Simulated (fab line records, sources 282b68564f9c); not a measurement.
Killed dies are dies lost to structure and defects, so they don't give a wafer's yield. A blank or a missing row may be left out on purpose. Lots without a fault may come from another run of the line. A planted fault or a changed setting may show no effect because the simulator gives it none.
A struck lot beside a sound one | flow rit_cmos | 19 steps out of a route of 202
Sound: wafers L419.3, L419.5, L419.6. Struck: wafers L424.1, L424.5, L424.6. The cause comes at the end.
At each step with rows: each side's tool, then ch and its chambers, then its first start. Under that, the readings that differ: sound wafers | struck wafers | difference of the means | sigmas: that difference in standard deviations of wafers without a fault.
alike: readings whose means differ by less than 2 such deviations, and words and numbers that are the same on both sides. not compared: withheld readings, readings that some wafer has no value for, bounds like >300 that may hide the same value, and numbers for which the record gives no deviation and whose values overlap.
The two part at a step that has a row with sigmas, a row that says differs or no value, or rows on one side only. Numbers that don't overlap but have no deviation are shown without sigmas and don't part them. A reading that every wafer of one side lacks parts them only if that side has two wafers or more.

RIT_ACTIVE_BOW_MEAS_00:
  sound on film_metro-03, day 2 11:02; struck on film_metro-01, day 3 12:00
  alike: INCOMING_BOW
then, 1 step without rows for these wafers: RIT_ACTIVE_OXIDATION_01 (target thk 46.8 nm, ox time 3360 s).
RIT_ACTIVE_THK_MEAS_02:
  sound on film_metro-01, day 2 14:08; struck on film_metro-02, day 3 15:20
  alike: ACTIVE_OXIDE_THK
RIT_ACTIVE_CVD_03: deposits Si3N4 from SiH2Cl2/NH3, target thk 150 nm, time 1500 s.
  sound on lpcvd-01 ch 0, day 2 14:31; struck on lpcvd-01 ch 1, day 3 15:24
  reading                                  | sound           | struck            | difference | sigmas
  model.Si3N4_of_ACTIVE_CVD_03.thk_nm (nm) | 150.3 151.3 150 | 39.12 39.06 38.66 | -111.59    |
  alike: spike_tc_centre_C, zone_power_load_pct
RIT_ACTIVE_THK_MEAS_04:
  sound on film_metro-01, day 2 16:40; struck on film_metro-02, day 3 16:49
  reading                 | sound             | struck         | difference | sigmas
  ACTIVE_NITRIDE_THK (nm) | 150.3 151.2 150.1 | 39.1 39.1 38.7 | -111.6     | -74
then, 6 steps without rows for these wafers: RIT_ACTIVE_HMDS_05 (prime time 60 s); RIT_ACTIVE_COAT_06 (resist thk 1000 nm); RIT_ACTIVE_SOFTBAKE_07 (time 60 s); RIT_ACTIVE_EXPOSE_08 (exposes mask M1, target cd 1400 nm); RIT_ACTIVE_PEB_09; RIT_ACTIVE_DEVELOP_10 (develop time 50 s).
RIT_ACTIVE_CD_MEAS_11: target cd 1400 nm.
  sound on cd_sem-02, day 2 17:43; struck on cd_sem-02, day 3 17:44
  alike: cd_nm
then, 1 step without rows for these wafers: RIT_ACTIVE_HARDBAKE_12 (time 60 s).
RIT_ACTIVE_ETCH_13: etches Si3N4 in SF6, stops on SiO2, time 210 s, target depth 210 nm.
  sound on rie_diel-01 ch 0,2,3, day 2 17:57; struck on rie_diel-04 ch 0,3, day 3 18:00
  reading                            | sound             | struck            | difference | sigmas
  oes_product_au (a.u.)              | 0.819 0.840 0.831 | 0.502 0.492 0.481 | -0.338     | -24
  model.etch.depth_nm (nm)           | 150.3 151.3 150   | 39.12 39.06 38.66 | -111.59    |
  model.ACTIVE.feature_depth_nm (nm) | 152 151.3 150     | 86.47 87.13 38.66 | -80.35     |
  alike: drypump_motor_current_A, throttle_valve_pct
  not compared: rf_hours_counter_h, model.SiO2_of_ACTIVE_OXIDATION_01.thk_nm
RIT_ACTIVE_STRIP_14: strips in O2, time 180 s.
  sound on plasma_asher-02 ch 0,1, day 2 18:08; struck on plasma_asher-02 ch 0,1, day 3 18:08
  alike: drypump_motor_current_A, o2_flow_sccm
  not compared: rf_hours_counter_h
RIT_ACTIVE_CD_MEAS_90: target cd 1400 nm.
  sound on cd_sem-01, day 2 18:18; struck on cd_sem-02, day 3 18:18
  alike: cd_nm
then, 1 step without rows for these wafers: RIT_ACTIVE_CLEAN_15 (cleans in SC1, time 600 s).
RIT_ACTIVE_CLEAN_16: cleans in dHF, time 30 s.
  sound on wet_bench-04 ch 1, day 2 18:33; struck on wet_bench-04 ch 1, day 3 18:36
  reading                                  | sound             | struck            | difference | sigmas
  model.Si3N4_of_ACTIVE_CVD_03.thk_nm (nm) | 149.5 150.5 149.2 | 38.28 38.22 37.82 | -111.63    |
then, 1 step without rows for these wafers: RIT_ACTIVE_CLEAN_17 (cleans in SC2, time 600 s).

WHERE THEY PART
First at RIT_ACTIVE_THK_MEAS_04; last, within this record, at RIT_ACTIVE_ETCH_13. Later steps at which nothing parts them and some readings are alike: RIT_ACTIVE_STRIP_14, RIT_ACTIVE_CD_MEAS_90.

WHY: what the simulator had put in
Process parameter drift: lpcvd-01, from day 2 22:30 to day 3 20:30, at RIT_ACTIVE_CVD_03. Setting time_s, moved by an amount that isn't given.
